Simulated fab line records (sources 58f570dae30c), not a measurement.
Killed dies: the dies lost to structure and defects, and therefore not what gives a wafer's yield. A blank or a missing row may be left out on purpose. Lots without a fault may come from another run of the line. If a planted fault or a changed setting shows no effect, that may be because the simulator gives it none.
fab line records || flow berkeley-cmos170
record {"lots": 14, "wafers": 42, "last-day": 14}
route steps=331 shown WELLDRIVE@56
lots that met no fault: taken from a fault-free run of the same line
start-h: the number of hours between the record's first day and the start of the first shown wafer of the lot || wait-h: time in hours since the lot's previous step || " as in the row above || L1.1+2: several wafers, shown together as one row || - no value, or no start was given || * or withheld: withheld || < > ~ a bound
route shown NAME@n: a module of which the file shows steps, and the number in the route of the first || usual: average and standard deviation across the fault-free wafers || same: alike in all rows || chamber/n: place in a boat || sites: each site's reading || _std_site: the standard deviation of these || _edge_site: inner sites' mean taken away from outer sites' mean || radius-mm: for every site, how far away it sits from the centre of the wafer || mask NAME#n: copy n || behind: tool/chamber where the wafer was last shaped || hold: why the lot went on hold/how many hours it stayed there/how the hold came to an end || device: whichever transistor did not switch (one of n, p or np) || end of line: the tests these same wafers got at the end of their route || step lacking rows: just its recipe || killed: not the wafer's yield, but the dies lost to structure and defects at the first sort || map: per-die view of a wafer (x killed, . not killed, _ where there is no die)
set.NAME: the setting as run; set.NAME@STEP: as run at that earlier step || model.NAME: the simulator's own value behind a step, which no gauge read
steps of the route over a sample of lots; a table a step, a row a wafer
services: from which hour (start-h, from the record's first day; less than 0 if before it) a tool's chamber was out of use, for how many hours, and why
## steps
# step UCB170_WELLDRIVE_OXIDATION_01
# recipe {"temp-c": 1100, "ambient": "O2", "target-thk-a": 1990, "ox-time-s": 9000}
# usual {"spike-tc-centre-C": "1102.2/1.6", "spike-tc-load-C": "1127.0/2.3", "spike-tc-source-C": "1125.9/1.9", "tube-center-temp-C": "1100.0/0.12", "tube_center_temp_C_max": "1102.9/0.51", "zone-power-centre-pct": "52.9/2.1"}
{"lot.wafer": "L111.3", "tool": "furnace-02", "chamber": 0, "start-h": 75.45, "wait-h": 4.8, "spike-tc-centre-C": 1102.8, "spike-tc-load-C": 1128.6, "spike-tc-source-C": 1122.5, "tube-center-temp-C": 1099.9, "tube_center_temp_C_max": 1103.6, "zone-power-centre-pct": 50.0}
{"lot.wafer": "L111.4", "tool": "furnace-02", "chamber": 0, "start-h": 75.45, "wait-h": 4.8, "spike-tc-centre-C": 1104.2, "spike-tc-load-C": 1127.5, "spike-tc-source-C": 1124.6, "tube-center-temp-C": 1100.0, "tube_center_temp_C_max": 1103.7, "zone-power-centre-pct": 51.0}
{"lot.wafer": "L111.6", "tool": "furnace-02", "chamber": 0, "start-h": 75.45, "wait-h": 4.8, "spike-tc-centre-C": 1103.5, "spike-tc-load-C": 1129.1, "spike-tc-source-C": 1123.3, "tube-center-temp-C": 1099.8, "tube_center_temp_C_max": 1102.6, "zone-power-centre-pct": 50.5}
{"lot.wafer": "L112.1", "tool": "furnace-02", "chamber": 0, "start-h": 81.87, "wait-h": 4.1, "spike-tc-centre-C": 1103.2, "spike-tc-load-C": 1129.0, "spike-tc-source-C": 1124.4, "tube-center-temp-C": 1100.1, "tube_center_temp_C_max": 1103.9, "zone-power-centre-pct": 49.9}
{"lot.wafer": "L112.5", "tool": "furnace-02", "chamber": 0, "start-h": 81.87, "wait-h": 4.1, "spike-tc-centre-C": 1103.1, "spike-tc-load-C": 1127.0, "spike-tc-source-C": 1125.5, "tube-center-temp-C": 1100.0, "tube_center_temp_C_max": 1102.7, "zone-power-centre-pct": 50.6}
{"lot.wafer": "L112.6", "tool": "furnace-02", "chamber": 0, "start-h": 81.87, "wait-h": 4.1, "spike-tc-centre-C": 1104.1, "spike-tc-load-C": 1130.4, "spike-tc-source-C": 1124.8, "tube-center-temp-C": 1100.0, "tube_center_temp_C_max": 1102.4, "zone-power-centre-pct": 50.1}
{"lot.wafer": "L114.1", "tool": "furnace-01", "chamber": 0, "start-h": 90.36, "wait-h": 3.6, "spike-tc-centre-C": 1099.9, "spike-tc-load-C": 1126.2, "spike-tc-source-C": 1127.7, "tube-center-temp-C": 1099.9, "tube_center_temp_C_max": 1103.1, "zone-power-centre-pct": 55.6}
{"lot.wafer": "L114.2", "tool": "furnace-01", "chamber": 0, "start-h": 90.36, "wait-h": 3.6, "spike-tc-centre-C": 1099.6, "spike-tc-load-C": 1128.3, "spike-tc-source-C": 1128.2, "tube-center-temp-C": 1100.0, "tube_center_temp_C_max": 1102.8, "zone-power-centre-pct": 54.3}
{"lot.wafer": "L114.6", "tool": "furnace-01", "chamber": 0, "start-h": 90.36, "wait-h": 3.6, "spike-tc-centre-C": 1099.9, "spike-tc-load-C": 1128.3, "spike-tc-source-C": 1127.6, "tube-center-temp-C": 1100.0, "tube_center_temp_C_max": 1103.4, "zone-power-centre-pct": 54.8}
{"lot.wafer": "L115.4", "tool": "furnace-01", "chamber": 0, "start-h": 90.36, "wait-h": 3.6, "spike-tc-centre-C": 1100.4, "spike-tc-load-C": 1126.8, "spike-tc-source-C": 1127.6, "tube-center-temp-C": 1100.0, "tube_center_temp_C_max": 1103.4, "zone-power-centre-pct": 54.8}
{"lot.wafer": "L115.5", "tool": "furnace-01", "chamber": 0, "start-h": 90.36, "wait-h": 3.6, "spike-tc-centre-C": 1102.3, "spike-tc-load-C": 1127.8, "spike-tc-source-C": 1127.4, "tube-center-temp-C": 1099.9, "tube_center_temp_C_max": 1103.2, "zone-power-centre-pct": 54.9}
{"lot.wafer": "L115.6", "tool": "furnace-01", "chamber": 0, "start-h": 90.36, "wait-h": 3.6, "spike-tc-centre-C": 1100.2, "spike-tc-load-C": 1125.0, "spike-tc-source-C": 1125.3, "tube-center-temp-C": 1099.8, "tube_center_temp_C_max": 1103.9, "zone-power-centre-pct": 55.2}
{"lot.wafer": "L118.1", "tool": "furnace-04", "chamber": 0, "start-h": 104.88, "wait-h": 3.7, "spike-tc-centre-C": 1103.4, "spike-tc-load-C": 1125.1, "spike-tc-source-C": 1127.6, "tube-center-temp-C": 1100.0, "tube_center_temp_C_max": 1103.0, "zone-power-centre-pct": 54.3}
{"lot.wafer": "L118.3", "tool": "furnace-04", "chamber": 0, "start-h": 104.88, "wait-h": 3.7, "spike-tc-centre-C": 1102.3, "spike-tc-load-C": 1124.0, "spike-tc-source-C": 1126.1, "tube-center-temp-C": 1100.0, "tube_center_temp_C_max": 1103.1, "zone-power-centre-pct": 53.9}
{"lot.wafer": "L118.6", "tool": "furnace-04", "chamber": 0, "start-h": 104.88, "wait-h": 3.7, "spike-tc-centre-C": 1101.2, "spike-tc-load-C": 1125.4, "spike-tc-source-C": 1128.9, "tube-center-temp-C": 1100.0, "tube_center_temp_C_max": 1102.7, "zone-power-centre-pct": 54.6}
{"lot.wafer": "L120.2", "tool": "furnace-01", "chamber": 0, "start-h": 120.93, "wait-h": 7.4, "spike-tc-centre-C": 1111.3, "spike-tc-load-C": 1139.6, "spike-tc-source-C": 1137.3, "tube-center-temp-C": 1111.5, "tube_center_temp_C_max": 1113.8, "zone-power-centre-pct": 56.3}
{"lot.wafer": "L120.3", "tool": "furnace-01", "chamber": 0, "start-h": 120.93, "wait-h": 7.4, "spike-tc-centre-C": 1112.2, "spike-tc-load-C": 1138.2, "spike-tc-source-C": 1139.5, "tube-center-temp-C": 1111.4, "tube_center_temp_C_max": 1114.0, "zone-power-centre-pct": 54.9}
{"lot.wafer": "L120.5", "tool": "furnace-01", "chamber": 0, "start-h": 120.93, "wait-h": 7.4, "spike-tc-centre-C": 1110.9, "spike-tc-load-C": 1138.2, "spike-tc-source-C": 1138.8, "tube-center-temp-C": 1111.5, "tube_center_temp_C_max": 1114.3, "zone-power-centre-pct": 57.1}
{"lot.wafer": "L121.2", "tool": "furnace-01", "chamber": 0, "start-h": 120.93, "wait-h": 8.1, "spike-tc-centre-C": 1113.2, "spike-tc-load-C": 1140.0, "spike-tc-source-C": 1138.0, "tube-center-temp-C": 1111.4, "tube_center_temp_C_max": 1114.9, "zone-power-centre-pct": 54.8}
{"lot.wafer": "L121.4", "tool": "furnace-01", "chamber": 0, "start-h": 120.93, "wait-h": 8.1, "spike-tc-centre-C": 1110.9, "spike-tc-load-C": 1139.9, "spike-tc-source-C": 1138.8, "tube-center-temp-C": 1111.2, "tube_center_temp_C_max": 1113.9, "zone-power-centre-pct": 54.5}
{"lot.wafer": "L121.5", "tool": "furnace-01", "chamber": 0, "start-h": 120.93, "wait-h": 8.1, "spike-tc-centre-C": 1111.1, "spike-tc-load-C": 1139.4, "spike-tc-source-C": 1138.4, "tube-center-temp-C": 1111.6, "tube_center_temp_C_max": 1114.3, "zone-power-centre-pct": 55.9}
{"lot.wafer": "L125.3", "tool": "furnace-02", "chamber": 0, "start-h": 155.34, "wait-h": 5.3, "spike-tc-centre-C": 1102.9, "spike-tc-load-C": 1129.2, "spike-tc-source-C": 1123.6, "tube-center-temp-C": 1099.9, "tube_center_temp_C_max": 1102.8, "zone-power-centre-pct": 50.1}
{"lot.wafer": "L125.5", "tool": "furnace-02", "chamber": 0, "start-h": 155.34, "wait-h": 5.3, "spike-tc-centre-C": 1103.2, "spike-tc-load-C": 1129.2, "spike-tc-source-C": 1125.0, "tube-center-temp-C": 1100.0, "tube_center_temp_C_max": 1102.3, "zone-power-centre-pct": 50.8}
{"lot.wafer": "L125.6", "tool": "furnace-02", "chamber": 0, "start-h": 155.34, "wait-h": 5.3, "spike-tc-centre-C": 1104.0, "spike-tc-load-C": 1130.8, "spike-tc-source-C": 1125.5, "tube-center-temp-C": 1100.0, "tube_center_temp_C_max": 1103.0, "zone-power-centre-pct": 50.9}
{"lot.wafer": "L126.1", "tool": "furnace-02", "chamber": 0, "start-h": 155.34, "wait-h": 1.6, "spike-tc-centre-C": 1103.2, "spike-tc-load-C": 1128.8, "spike-tc-source-C": 1125.9, "tube-center-temp-C": 1100.0, "tube_center_temp_C_max": 1102.5, "zone-power-centre-pct": 50.4}
{"lot.wafer": "L126.3", "tool": "furnace-02", "chamber": 0, "start-h": 155.34, "wait-h": 1.6, "spike-tc-centre-C": 1104.4, "spike-tc-load-C": 1128.9, "spike-tc-source-C": 1124.6, "tube-center-temp-C": 1100.1, "tube_center_temp_C_max": 1102.6, "zone-power-centre-pct": 51.1}
{"lot.wafer": "L126.6", "tool": "furnace-02", "chamber": 0, "start-h": 155.34, "wait-h": 1.6, "spike-tc-centre-C": 1103.7, "spike-tc-load-C": 1128.9, "spike-tc-source-C": 1122.6, "tube-center-temp-C": 1100.0, "tube_center_temp_C_max": 1102.7, "zone-power-centre-pct": 51.3}
{"lot.wafer": "L127.2", "tool": "furnace-02", "chamber": 0, "start-h": 155.34, "wait-h": 1.6, "spike-tc-centre-C": 1104.1, "spike-tc-load-C": 1130.3, "spike-tc-source-C": 1124.5, "tube-center-temp-C": 1099.7, "tube_center_temp_C_max": 1102.5, "zone-power-centre-pct": 50.1}
{"lot.wafer": "L127.4", "tool": "furnace-02", "chamber": 0, "start-h": 155.34, "wait-h": 1.6, "spike-tc-centre-C": 1104.4, "spike-tc-load-C": 1127.2, "spike-tc-source-C": 1122.5, "tube-center-temp-C": 1100.1, "tube_center_temp_C_max": 1102.6, "zone-power-centre-pct": 49.6}
{"lot.wafer": "L127.6", "tool": "furnace-02", "chamber": 0, "start-h": 155.34, "wait-h": 1.6, "spike-tc-centre-C": 1103.3, "spike-tc-load-C": 1129.0, "spike-tc-source-C": 1124.9, "tube-center-temp-C": 1100.0, "tube_center_temp_C_max": 1103.4, "zone-power-centre-pct": 49.9}
{"lot.wafer": "L129.2", "tool": "furnace-02", "chamber": 0, "start-h": 176.21, "wait-h": 2.8, "spike-tc-centre-C": 1103.9, "spike-tc-load-C": 1130.3, "spike-tc-source-C": 1123.3, "tube-center-temp-C": 1100.2, "tube_center_temp_C_max": 1102.9, "zone-power-centre-pct": 49.8}
{"lot.wafer": "L129.4", "tool": "furnace-02", "chamber": 0, "start-h": 176.21, "wait-h": 2.8, "spike-tc-centre-C": 1104.9, "spike-tc-load-C": 1130.7, "spike-tc-source-C": 1124.1, "tube-center-temp-C": 1099.9, "tube_center_temp_C_max": 1102.8, "zone-power-centre-pct": 50.8}
{"lot.wafer": "L129.5", "tool": "furnace-02", "chamber": 0, "start-h": 176.21, "wait-h": 2.8, "spike-tc-centre-C": 1102.4, "spike-tc-load-C": 1127.9, "spike-tc-source-C": 1124.7, "tube-center-temp-C": 1100.0, "tube_center_temp_C_max": 1102.5, "zone-power-centre-pct": 50.4}
{"lot.wafer": "L131.1", "tool": "furnace-04", "chamber": 0, "start-h": 185.20, "wait-h": 4.6, "spike-tc-centre-C": 1101.4, "spike-tc-load-C": 1124.3, "spike-tc-source-C": 1127.3, "tube-center-temp-C": 1100.0, "tube_center_temp_C_max": 1103.3, "zone-power-centre-pct": 54.2}
{"lot.wafer": "L131.3", "tool": "furnace-04", "chamber": 0, "start-h": 185.20, "wait-h": 4.6, "spike-tc-centre-C": 1103.7, "spike-tc-load-C": 1123.8, "spike-tc-source-C": 1127.7, "tube-center-temp-C": 1100.4, "tube_center_temp_C_max": 1102.4, "zone-power-centre-pct": 53.8}
{"lot.wafer": "L131.5", "tool": "furnace-04", "chamber": 0, "start-h": 185.20, "wait-h": 4.6, "spike-tc-centre-C": 1101.8, "spike-tc-load-C": 1123.3, "spike-tc-source-C": 1127.1, "tube-center-temp-C": 1099.8, "tube_center_temp_C_max": 1102.8, "zone-power-centre-pct": 54.1}
{"lot.wafer": "L132.1", "tool": "furnace-04", "chamber": 0, "start-h": 185.20, "wait-h": 4.8, "spike-tc-centre-C": 1102.3, "spike-tc-load-C": 1122.9, "spike-tc-source-C": 1128.6, "tube-center-temp-C": 1099.8, "tube_center_temp_C_max": 1103.0, "zone-power-centre-pct": 53.8}
{"lot.wafer": "L132.3", "tool": "furnace-04", "chamber": 0, "start-h": 185.20, "wait-h": 4.8, "spike-tc-centre-C": 1102.8, "spike-tc-load-C": 1123.9, "spike-tc-source-C": 1127.6, "tube-center-temp-C": 1100.1, "tube_center_temp_C_max": 1102.5, "zone-power-centre-pct": 54.2}
{"lot.wafer": "L132.4", "tool": "furnace-04", "chamber": 0, "start-h": 185.20, "wait-h": 4.8, "spike-tc-centre-C": 1101.4, "spike-tc-load-C": 1124.5, "spike-tc-source-C": 1126.7, "tube-center-temp-C": 1100.1, "tube_center_temp_C_max": 1103.5, "zone-power-centre-pct": 54.3}
{"lot.wafer": "L133.1", "tool": "furnace-01", "chamber": 0, "start-h": 192.39, "wait-h": 3.9, "spike-tc-centre-C": 1100.9, "spike-tc-load-C": 1127.7, "spike-tc-source-C": 1126.7, "tube-center-temp-C": 1099.9, "tube_center_temp_C_max": 1103.5, "zone-power-centre-pct": 56.0}
{"lot.wafer": "L133.3", "tool": "furnace-01", "chamber": 0, "start-h": 192.39, "wait-h": 3.9, "spike-tc-centre-C": 1101.8, "spike-tc-load-C": 1127.7, "spike-tc-source-C": 1127.7, "tube-center-temp-C": 1100.0, "tube_center_temp_C_max": 1103.2, "zone-power-centre-pct": 56.0}
{"lot.wafer": "L133.5", "tool": "furnace-01", "chamber": 0, "start-h": 192.39, "wait-h": 3.9, "spike-tc-centre-C": 1100.4, "spike-tc-load-C": 1126.8, "spike-tc-source-C": 1127.7, "tube-center-temp-C": 1099.8, "tube_center_temp_C_max": 1102.1, "zone-power-centre-pct": 54.8}
## services
{"tool": "furnace-01", "chamber": "-", "start-h": 65.62, "hours": 2.8, "kind": "pm"}
{"tool": "furnace-04", "chamber": "-", "start-h": 125.00, "hours": 3.5, "kind": "pm"}
## key
first-sign {"step": "UCB170_WELLDRIVE_OXIDATION_01", "reading": "tube-center-temp-C", "direction": "up", "sigmas": 99, "usual": "*", "struck": "*"}
effect {"step": "UCB170_WELLDRIVE_OXIDATION_01", "reading": "tube_center_temp_C_max", "direction": "up", "sigmas": 22, "usual": "*", "struck": "*"}
met-at UCB170_WELLDRIVE_OXIDATION_01
struck-lots L120,L121
sort-left-out L121.2,L121.4,L121.5
tester-left-out L120,L121
onset-between 90.36 120.93
fault {"kind": "process-parameter-drift", "tool": "furnace-01", "chamber": "-", "onset-h": 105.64, "steps": "UCB170_WELLDRIVE_OXIDATION_01", "channel": "temp-c", "offset": "*", "shape": "step", "end-h": 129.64, "acts-in": "*", "stated": "*"}
# tester-left-out: of these lots the tester's yield and bins aren't shown, on N5 and GAA mostly nor the transistor test; their killed dies are dies lost to structure and defects alone, not to doping, threshold or leakage, so they don't give the yield
# sort-left-out: the simulated sort isn't trusted on such a fault, so these wafers' sort isn't shown, and their yield isn't known
